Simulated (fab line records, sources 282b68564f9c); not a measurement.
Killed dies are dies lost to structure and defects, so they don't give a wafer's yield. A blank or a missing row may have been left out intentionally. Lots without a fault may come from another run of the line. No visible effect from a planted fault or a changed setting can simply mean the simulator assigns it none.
One fault seen from 2 desks :: flow ritCmos :: each desk holds nothing but its own numbers, with what lay behind them at the end

== FROM THE METROLOGY DESK ==
Lot by lot, what the gauges showed, no matter which tool ran the lot: averages of those sampled wafers that carry a number. Marked OUT: a lot whose mean sits more than 4 standard deviations from the usual mean, which makes it out of limits; the brackets give that distance.
Columns: A = cdNm at RIT_GATE_CD_MEAS_90, usual 150.1 nm; B = cdNm at RIT_CONTACT_CD_MEAS_08, usual 1000.8 nm
lot: L480
first seen here: day 2 13:22
A: 149.2
B: 1002.8

lot: L481
first seen here: day 2 19:04
A: 154.0
B: 999.3

lot: L482
first seen here: day 2 23:07
A: 153.0
B: 996.0

lot: L483
first seen here: day 3 04:52
A: 153.7
B: 1001.3

lot: L484
first seen here: day 3 08:47
A: 150.5
B: 1000.5

lot: L486
first seen here: day 3 19:20
A: 150.4
B: 1000.5

lot: L488
first seen here: day 4 05:58
A: 150.8
B: 1000.2

lot: L490
first seen here: day 4 15:14
A: 147.8
B: 997.0

lot: L492
first seen here: day 5 02:42
A: 149.4
B: 999.4

lot: L493
first seen here: day 5 05:58
A: 154.6
B: 1002.6

lot: L499
first seen here: day 6 12:02
A: 150.6
B: 1001.0

lot: L500
first seen here: day 6 16:53
A: 147.4
B: 1001.8

lot: L502
first seen here: day 7 03:16
A: 144.9
B: 998.7

lot: L503
first seen here: day 7 09:05
A: 152.1
B: 1001.3
This desk's verdict: no lot among the 14 shows anything out of limits.

== TOOL OWNER'S DESK, wetBench-01 ==
The tool's own readings at RIT_SDANNEAL_CLEAN_02 (cleans in SC2, time 600 s): means of the sampled wafers that have a number, for each lot that ran on this tool. Marked OUT: a lot whose mean sits more than 4 standard deviations from the usual mean, which makes it out of limits; the brackets give that distance.
Columns: A = bathGuardTempC at RIT_SDANNEAL_CLEAN_02, usual 75.3 C; B = runLengthS at RIT_SDANNEAL_CLEAN_02, usual 628 s
lot: L482
first seen here: day 3 10:57
A: 75.6
B: 632

lot: L484
first seen here: day 3 20:47
A: 74.7
B: 626

lot: L499
first seen here: day 6 23:56
A: 75.6
B: 559 (-20) OUT

lot: L500
first seen here: day 7 05:38
A: 75.2
B: 559 (-20) OUT
This desk's verdict: out of limits on L499, L500, starting with L499 at day 6 23:56 (runLengthS at RIT_SDANNEAL_CLEAN_02). L482, L484: within limits.

== ALL TOGETHER ==
At day 6 23:56, on L499, L500, the tool owner's desk was in a position to raise an alarm.
From the metrology desk's view, nothing was out of limits.
The metrology desk holds a record of L499, L500, inside its limits.
Every lot named ran RIT_SDANNEAL_CLEAN_02 on wetBench-01.

== WHAT WAS PUT IN BY THE SIMULATOR ==
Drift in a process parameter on wetBench-01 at RIT_SDANNEAL_CLEAN_02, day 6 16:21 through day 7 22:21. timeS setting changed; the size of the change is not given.
Lots struck among those shown: L499, L500.
Each desk's first reading out of limits, in hours after the fault started: the tool owner's desk, 8.
